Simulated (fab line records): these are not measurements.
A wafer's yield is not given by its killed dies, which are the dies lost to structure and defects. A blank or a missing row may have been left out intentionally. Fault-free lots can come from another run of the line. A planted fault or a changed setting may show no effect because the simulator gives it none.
Which tool did it? | flow berkeleyCmos170 | 7 lots, 21 wafers sampled, at 2 steps of a route of 331

== WHAT THE GAUGES READ, wafer by wafer ==
UCB170_NWELL_OVL_MEAS_12.
lot  | measured    | on         | NWELL_OVL (nm)
L842 | day 2 15:04 | overlay-01 | 17 18 13
L844 | day 3 00:31 | overlay-01 | 12 9 13
L847 | day 3 08:52 | overlay-01 | 9 3 3
L849 | day 3 20:19 | overlay-01 | -6 -9 -1
L856 | day 5 10:20 | overlay-01 | 14 9 11
L859 | day 6 06:49 | overlay-01 | 12 12 7
L864 | day 7 04:13 | overlay-01 | 0 2 -1

== TOOL THAT RAN EACH LOT (tool first, then ch and the chambers of the sampled wafers, then the start) ==
lot  | UCB170_NWELL_COAT_07
L842 | lithoTrack-02 ch 0, day 2 14:16
L844 | lithoTrack-04 ch 0, day 2 23:41
L847 | lithoTrack-04 ch 0, day 3 08:10
L849 | lithoTrack-04 ch 0, day 3 19:26
L856 | lithoTrack-04 ch 0, day 5 09:32
L859 | lithoTrack-02 ch 0, day 6 06:02
L864 | lithoTrack-01 ch 0, day 7 03:25
- UCB170_NWELL_COAT_07: resist thk 900 nm.

== THE ANSWER, worked out from the rows above alone ==
Rule: usual is defined by the lots themselves. The widest of any qualifying gaps counts: lots, ordered by their means at a reading, are off when they make up no more than a third of the lots, leave a main group of 4 or more, and stand apart from it by 3 or more times the standard deviation of that group's means. Not used: any main group whose means are identical at the precision the tables above print for the reading. Also off: a lot with no number at a reading for which 4 or more lots have one. Where the step has rows for the other lots, those lots are counted as sound.
None of the lots is off at any reading shown; this tells nothing.

== WHAT WAS PUT IN BY THE SIMULATOR ==
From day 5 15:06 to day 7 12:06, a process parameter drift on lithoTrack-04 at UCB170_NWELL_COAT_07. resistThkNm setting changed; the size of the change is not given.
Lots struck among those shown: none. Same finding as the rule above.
